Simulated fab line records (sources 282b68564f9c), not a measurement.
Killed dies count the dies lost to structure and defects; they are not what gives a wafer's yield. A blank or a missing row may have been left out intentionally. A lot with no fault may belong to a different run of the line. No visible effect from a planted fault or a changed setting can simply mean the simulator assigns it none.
Which tool is to blame? || flow rit_cmos || 42 wafers from 14 lots sampled at 6 of the route's 202 steps

WHAT THE GAUGES READ, wafer by wafer
RIT_NWELL_TW_MEAS_10. Usual: NWELL_TW 2130, standard deviation 18.
{"lot": "L520", "measured": "day 2 02:15", "on": "film_metro-04", "NWELL_TW": "2119 2118 2128", "flag": ""}
{"lot": "L521", "measured": "day 2 07:46", "on": "film_metro-01", "NWELL_TW": "2154 2167 2160", "flag": ""}
{"lot": "L522", "measured": "day 2 13:16", "on": "film_metro-02", "NWELL_TW": "2120 2110 2113", "flag": ""}
{"lot": "L523", "measured": "day 2 17:12", "on": "film_metro-02", "NWELL_TW": "2115 2121 2123", "flag": ""}
{"lot": "L525", "measured": "day 3 02:52", "on": "film_metro-02", "NWELL_TW": "2120 2107 2112", "flag": ""}
{"lot": "L526", "measured": "day 3 08:20", "on": "film_metro-01", "NWELL_TW": "2155 2161 2163", "flag": ""}
{"lot": "L528", "measured": "day 3 18:51", "on": "film_metro-02", "NWELL_TW": "2108 2114 2128", "flag": ""}
{"lot": "L529", "measured": "day 3 22:47", "on": "film_metro-02", "NWELL_TW": "2114 2113 2122", "flag": ""}
{"lot": "L530", "measured": "day 4 04:00", "on": "film_metro-01", "NWELL_TW": "2163 2158 2160", "flag": ""}
{"lot": "L531", "measured": "day 4 08:48", "on": "film_metro-02", "NWELL_TW": "2110 2121 2116", "flag": ""}
{"lot": "L532", "measured": "day 4 14:14", "on": "film_metro-04", "NWELL_TW": "2125 2128 2115", "flag": ""}
{"lot": "L533", "measured": "day 4 19:17", "on": "film_metro-04", "NWELL_TW": "2414 2405 2404", "flag": "OFF"}
{"lot": "L535", "measured": "day 5 05:39", "on": "film_metro-02", "NWELL_TW": "2428 2414 2415", "flag": "OFF"}
{"lot": "L537", "measured": "day 5 15:56", "on": "film_metro-04", "NWELL_TW": "2119 2117 2109", "flag": ""}

RIT_WELLDRIVE_RS_MEAS_01: measurement is done with a four-point probe. Usual: NWELL_RS 275.4 ohm/sq, standard deviation 0.68.
{"lot": "L520", "measured": "day 2 09:14", "on": "film_metro-04", "NWELL_RS (ohm/sq)": "274.4 275.0 274.8", "flag": ""}
{"lot": "L521", "measured": "day 2 14:35", "on": "film_metro-01", "NWELL_RS (ohm/sq)": "275.9 275.6 275.5", "flag": ""}
{"lot": "L522", "measured": "day 2 19:58", "on": "film_metro-01", "NWELL_RS (ohm/sq)": "275.6 275.9 276.1", "flag": ""}
{"lot": "L523", "measured": "day 3 00:10", "on": "film_metro-02", "NWELL_RS (ohm/sq)": "274.6 275.1 275.1", "flag": ""}
{"lot": "L525", "measured": "day 3 09:42", "on": "film_metro-01", "NWELL_RS (ohm/sq)": "276.5 276.1 277.0", "flag": ""}
{"lot": "L526", "measured": "day 3 15:09", "on": "film_metro-01", "NWELL_RS (ohm/sq)": "275.1 275.5 275.1", "flag": ""}
{"lot": "L528", "measured": "day 4 01:40", "on": "film_metro-04", "NWELL_RS (ohm/sq)": "275.8 275.7 275.8", "flag": ""}
{"lot": "L529", "measured": "day 4 06:25", "on": "film_metro-04", "NWELL_RS (ohm/sq)": "275.7 276.2 276.0", "flag": ""}
{"lot": "L530", "measured": "day 4 11:31", "on": "film_metro-01", "NWELL_RS (ohm/sq)": "274.5 274.7 274.9", "flag": ""}
{"lot": "L531", "measured": "day 4 16:33", "on": "film_metro-01", "NWELL_RS (ohm/sq)": "275.8 275.6 276.8", "flag": ""}
{"lot": "L532", "measured": "day 4 21:50", "on": "film_metro-02", "NWELL_RS (ohm/sq)": "275.2 274.7 275.9", "flag": ""}
{"lot": "L533", "measured": "day 5 02:55", "on": "film_metro-02", "NWELL_RS (ohm/sq)": "217.2 217.0 216.7", "flag": "OFF"}
{"lot": "L535", "measured": "day 5 12:59", "on": "film_metro-01", "NWELL_RS (ohm/sq)": "216.1 216.8 217.2", "flag": "OFF"}
{"lot": "L537", "measured": "day 5 22:46", "on": "film_metro-01", "NWELL_RS (ohm/sq)": "275.6 276.4 276.5", "flag": ""}

RIT_NLDD_OVL_MEAS_06. Usual: NLDD_OVL -0.9 nm, standard deviation 1.4.
{"lot": "L520", "measured": "day 2 21:40", "on": "overlay-01", "NLDD_OVL (nm)": "-0.3 -0.4 -1.8", "flag": ""}
{"lot": "L521", "measured": "day 3 04:08", "on": "overlay-01", "NLDD_OVL (nm)": "-0.4 0.1 0.8", "flag": ""}
{"lot": "L522", "measured": "day 3 09:41", "on": "overlay-01", "NLDD_OVL (nm)": "-1.9 -2.2 -0.7", "flag": ""}
{"lot": "L523", "measured": "day 3 14:08", "on": "overlay-01", "NLDD_OVL (nm)": "0.3 -0.4 0.1", "flag": ""}
{"lot": "L525", "measured": "day 3 22:25", "on": "overlay-02", "NLDD_OVL (nm)": "-1.2 -1.7 -0.2", "flag": ""}
{"lot": "L526", "measured": "day 4 05:21", "on": "overlay-01", "NLDD_OVL (nm)": "-1.9 -1.4 -1.1", "flag": ""}
{"lot": "L528", "measured": "day 4 14:23", "on": "overlay-02", "NLDD_OVL (nm)": "-2.3 -1.0 -2.4", "flag": ""}
{"lot": "L529", "measured": "day 4 20:03", "on": "overlay-01", "NLDD_OVL (nm)": "-1.4 0.2 2.2", "flag": ""}
{"lot": "L530", "measured": "day 5 00:03", "on": "overlay-01", "NLDD_OVL (nm)": "-1.8 -2.2 0.6", "flag": ""}
{"lot": "L531", "measured": "day 5 08:53", "on": "overlay-01", "NLDD_OVL (nm)": "-2.2 -0.3 -1.0", "flag": ""}
{"lot": "L532", "measured": "day 5 10:50", "on": "overlay-02", "NLDD_OVL (nm)": "-2.7 -1.6 -1.6", "flag": ""}
{"lot": "L533", "measured": "day 5 15:51", "on": "overlay-01", "NLDD_OVL (nm)": "-1.8 -0.7 -1.6", "flag": ""}
{"lot": "L535", "measured": "day 6 02:16", "on": "overlay-01", "NLDD_OVL (nm)": "-2.5 -0.5 -1.8", "flag": ""}
{"lot": "L537", "measured": "day 6 12:56", "on": "overlay-02", "NLDD_OVL (nm)": "2.6 1.3 2.8", "flag": ""}

RIT_NLDD_TW_MEAS_10. Usual: NLDD_TW 2465, standard deviation 17.
{"lot": "L520", "measured": "day 2 22:11", "on": "film_metro-03", "NLDD_TW": "2487 2488 2488", "flag": ""}
{"lot": "L521", "measured": "day 3 04:39", "on": "film_metro-03", "NLDD_TW": "2495 2471 2484", "flag": ""}
{"lot": "L522", "measured": "day 3 10:12", "on": "film_metro-04", "NLDD_TW": "2451 2436 2438", "flag": ""}
{"lot": "L523", "measured": "day 3 14:38", "on": "film_metro-03", "NLDD_TW": "2499 2486 2496", "flag": ""}
{"lot": "L525", "measured": "day 3 22:56", "on": "film_metro-04", "NLDD_TW": "2448 2454 2450", "flag": ""}
{"lot": "L526", "measured": "day 4 05:52", "on": "film_metro-04", "NLDD_TW": "2453 2458 2465", "flag": ""}
{"lot": "L528", "measured": "day 4 14:55", "on": "film_metro-02", "NLDD_TW": "2456 2451 2452", "flag": ""}
{"lot": "L529", "measured": "day 4 20:34", "on": "film_metro-03", "NLDD_TW": "2483 2486 2478", "flag": ""}
{"lot": "L530", "measured": "day 5 00:34", "on": "film_metro-04", "NLDD_TW": "2457 2462 2463", "flag": ""}
{"lot": "L531", "measured": "day 5 09:24", "on": "film_metro-02", "NLDD_TW": "2472 2455 2481", "flag": ""}
{"lot": "L532", "measured": "day 5 11:28", "on": "film_metro-04", "NLDD_TW": "2455 2445 2463", "flag": ""}
{"lot": "L533", "measured": "day 5 16:22", "on": "film_metro-02", "NLDD_TW": "2484 2450 2461", "flag": ""}
{"lot": "L535", "measured": "day 6 02:46", "on": "film_metro-03", "NLDD_TW": "2496 2496 2501", "flag": ""}
{"lot": "L537", "measured": "day 6 13:27", "on": "film_metro-03", "NLDD_TW": "2490 2491 2482", "flag": ""}

TOOL THAT RAN EACH LOT (tool first, then ch and the chambers of the sampled wafers, then the start)
{"lot": "L520", "RIT_ACTIVE_STRIP_14": "plasma_asher-02 ch 0,1, day 1 20:02", "RIT_NWELL_IMPLANT_08": "implanter-01 ch 0, day 2 01:58"}
{"lot": "L521", "RIT_ACTIVE_STRIP_14": "plasma_asher-02 ch 0,1, day 2 00:50", "RIT_NWELL_IMPLANT_08": "implanter-04 ch 0, day 2 07:26"}
{"lot": "L522", "RIT_ACTIVE_STRIP_14": "plasma_asher-04 ch 0,1, day 2 05:50", "RIT_NWELL_IMPLANT_08": "implanter-02 ch 0, day 2 12:58"}
{"lot": "L523", "RIT_ACTIVE_STRIP_14": "plasma_asher-04 ch 0,1, day 2 11:15", "RIT_NWELL_IMPLANT_08": "implanter-01 ch 0, day 2 16:53"}
{"lot": "L525", "RIT_ACTIVE_STRIP_14": "plasma_asher-01 ch 0,1, day 2 20:58", "RIT_NWELL_IMPLANT_08": "implanter-01 ch 0, day 3 02:34"}
{"lot": "L526", "RIT_ACTIVE_STRIP_14": "plasma_asher-01 ch 0,1, day 3 02:02", "RIT_NWELL_IMPLANT_08": "implanter-01 ch 0, day 3 08:00"}
{"lot": "L528", "RIT_ACTIVE_STRIP_14": "plasma_asher-01 ch 0,1, day 3 12:41", "RIT_NWELL_IMPLANT_08": "implanter-04 ch 0, day 3 18:31"}
{"lot": "L529", "RIT_ACTIVE_STRIP_14": "plasma_asher-04 ch 0,1, day 3 16:52", "RIT_NWELL_IMPLANT_08": "implanter-02 ch 0, day 3 22:28"}
{"lot": "L530", "RIT_ACTIVE_STRIP_14": "plasma_asher-04 ch 0,1, day 3 21:54", "RIT_NWELL_IMPLANT_08": "implanter-04 ch 0, day 4 03:43"}
{"lot": "L531", "RIT_ACTIVE_STRIP_14": "plasma_asher-01 ch 0,1, day 4 02:50", "RIT_NWELL_IMPLANT_08": "implanter-02 ch 0, day 4 08:29"}
{"lot": "L532", "RIT_ACTIVE_STRIP_14": "plasma_asher-04 ch 0,1, day 4 08:02", "RIT_NWELL_IMPLANT_08": "implanter-02 ch 0, day 4 13:56"}
{"lot": "L533", "RIT_ACTIVE_STRIP_14": "plasma_asher-01 ch 0,1, day 4 12:54", "RIT_NWELL_IMPLANT_08": "implanter-02 ch 0, day 4 18:59"}
{"lot": "L535", "RIT_ACTIVE_STRIP_14": "plasma_asher-02 ch 0,1, day 4 22:50", "RIT_NWELL_IMPLANT_08": "implanter-02 ch 0, day 5 05:20"}
{"lot": "L537", "RIT_ACTIVE_STRIP_14": "plasma_asher-04 ch 0,1, day 5 08:54", "RIT_NWELL_IMPLANT_08": "implanter-04 ch 0, day 5 15:38"}
- RIT_ACTIVE_STRIP_14: strips in O2, time 180 s.
- RIT_NWELL_IMPLANT_08

AS READ BY THE TOOLS THEMSELVES (means over the sampled wafers that have a number; for cases with no such wafer, the mark the record gives instead)
RIT_ACTIVE_STRIP_14. Usual: drypump_motor_current_A 5.8 A, standard deviation 0.54; o2_flow_sccm 3999 sccm, standard deviation 12.
{"lot": "L520", "tool": "plasma_asher-02", "drypump_motor_current_A (A)": 5.8, "o2_flow_sccm (sccm)": 4002, "flag": ""}
{"lot": "L521", "tool": "plasma_asher-02", "drypump_motor_current_A (A)": 5.7, "o2_flow_sccm (sccm)": 3995, "flag": ""}
{"lot": "L522", "tool": "plasma_asher-04", "drypump_motor_current_A (A)": 6.0, "o2_flow_sccm (sccm)": 4008, "flag": ""}
{"lot": "L523", "tool": "plasma_asher-04", "drypump_motor_current_A (A)": 6.2, "o2_flow_sccm (sccm)": 4008, "flag": ""}
{"lot": "L525", "tool": "plasma_asher-01", "drypump_motor_current_A (A)": 5.7, "o2_flow_sccm (sccm)": 4011, "flag": ""}
{"lot": "L526", "tool": "plasma_asher-01", "drypump_motor_current_A (A)": 5.5, "o2_flow_sccm (sccm)": 4010, "flag": ""}
{"lot": "L528", "tool": "plasma_asher-01", "drypump_motor_current_A (A)": 5.7, "o2_flow_sccm (sccm)": 3994, "flag": ""}
{"lot": "L529", "tool": "plasma_asher-04", "drypump_motor_current_A (A)": 6.3, "o2_flow_sccm (sccm)": 3997, "flag": ""}
{"lot": "L530", "tool": "plasma_asher-04", "drypump_motor_current_A (A)": 6.0, "o2_flow_sccm (sccm)": 4004, "flag": ""}
{"lot": "L531", "tool": "plasma_asher-01", "drypump_motor_current_A (A)": 5.4, "o2_flow_sccm (sccm)": 3978, "flag": ""}
{"lot": "L532", "tool": "plasma_asher-04", "drypump_motor_current_A (A)": 6.0, "o2_flow_sccm (sccm)": 3998, "flag": ""}
{"lot": "L533", "tool": "plasma_asher-01", "drypump_motor_current_A (A)": 5.7, "o2_flow_sccm (sccm)": 4003, "flag": ""}
{"lot": "L535", "tool": "plasma_asher-02", "drypump_motor_current_A (A)": 5.3, "o2_flow_sccm (sccm)": 3993, "flag": ""}
{"lot": "L537", "tool": "plasma_asher-04", "drypump_motor_current_A (A)": 6.0, "o2_flow_sccm (sccm)": 3988, "flag": ""}

RIT_NWELL_IMPLANT_08. Usual: dose_ions_cm2 5e+13, standard deviation 5e+10; faraday_current_uA 158, standard deviation 3.1.
{"lot": "L520", "tool": "implanter-01", "dose_ions_cm2": 5e+13, "faraday_current_uA": 158, "flag": ""}
{"lot": "L521", "tool": "implanter-04", "dose_ions_cm2": 5e+13, "faraday_current_uA": 156, "flag": ""}
{"lot": "L522", "tool": "implanter-02", "dose_ions_cm2": 5e+13, "faraday_current_uA": 159, "flag": ""}
{"lot": "L523", "tool": "implanter-01", "dose_ions_cm2": 5e+13, "faraday_current_uA": 157, "flag": ""}
{"lot": "L525", "tool": "implanter-01", "dose_ions_cm2": 5e+13, "faraday_current_uA": 157, "flag": ""}
{"lot": "L526", "tool": "implanter-01", "dose_ions_cm2": 5e+13, "faraday_current_uA": 162, "flag": ""}
{"lot": "L528", "tool": "implanter-04", "dose_ions_cm2": 5e+13, "faraday_current_uA": 158, "flag": ""}
{"lot": "L529", "tool": "implanter-02", "dose_ions_cm2": 5e+13, "faraday_current_uA": 161, "flag": ""}
{"lot": "L530", "tool": "implanter-04", "dose_ions_cm2": 5e+13, "faraday_current_uA": 162, "flag": ""}
{"lot": "L531", "tool": "implanter-02", "dose_ions_cm2": 5e+13, "faraday_current_uA": 161, "flag": ""}
{"lot": "L532", "tool": "implanter-02", "dose_ions_cm2": 5e+13, "faraday_current_uA": 159, "flag": ""}
{"lot": "L533", "tool": "implanter-02", "dose_ions_cm2": 7e+13, "faraday_current_uA": 235, "flag": "OFF"}
{"lot": "L535", "tool": "implanter-02", "dose_ions_cm2": 7e+13, "faraday_current_uA": 233, "flag": "OFF"}
{"lot": "L537", "tool": "implanter-04", "dose_ions_cm2": 5e+13, "faraday_current_uA": 161, "flag": ""}

THE ANSWER, worked out from the rows above alone
Rule: a lot is off if the mean of its wafers that have a number lies more than 3 standard deviations from the usual mean. A lot without any number at a reading at which 4 lots or more have one is off too. Any other lot the step has rows for is counted as sound. After the gauges, taken in route order, come the tools' own readings; for these a lot's mean is taken, as printed above. The first step at which some lot is off is used, and at that step the reading that is off furthest; a lot without a number counts as furthest.
Off: L533, L535, at RIT_NWELL_TW_MEAS_10 (NWELL_TW).
A tool fits if, at a process step before that reading, it ran every lot that is off, and no sound lot after the first of them. The gauges at RIT_NWELL_TW_MEAS_10 aren't tried: what is off there is off at RIT_NWELL_IMPLANT_08 too, on other tools, and a gauge's error can't cause that. One fits: RIT_NWELL_IMPLANT_08 on implanter-02. A fault onset in the window from L532 (day 4 13:56, its last sound lot) to L533 (day 4 18:59, its first lot off) fits.
The tool's own readings at RIT_NWELL_IMPLANT_08 bear it out: on the lots that are off they differ by more than 5 times the standard deviation of the sound lots' means. dose_ions_cm2 reads 7e+13 there against 5e+13 on the sound lots; faraday_current_uA reads 234 there against 159 on the sound lots.

WHAT WAS PUT IN BY THE SIMULATOR
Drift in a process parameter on implanter-02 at RIT_NWELL_IMPLANT_08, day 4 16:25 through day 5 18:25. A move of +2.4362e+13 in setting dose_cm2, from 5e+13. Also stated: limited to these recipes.
Lots struck among those shown: L533, L535. Same finding as the rule above.
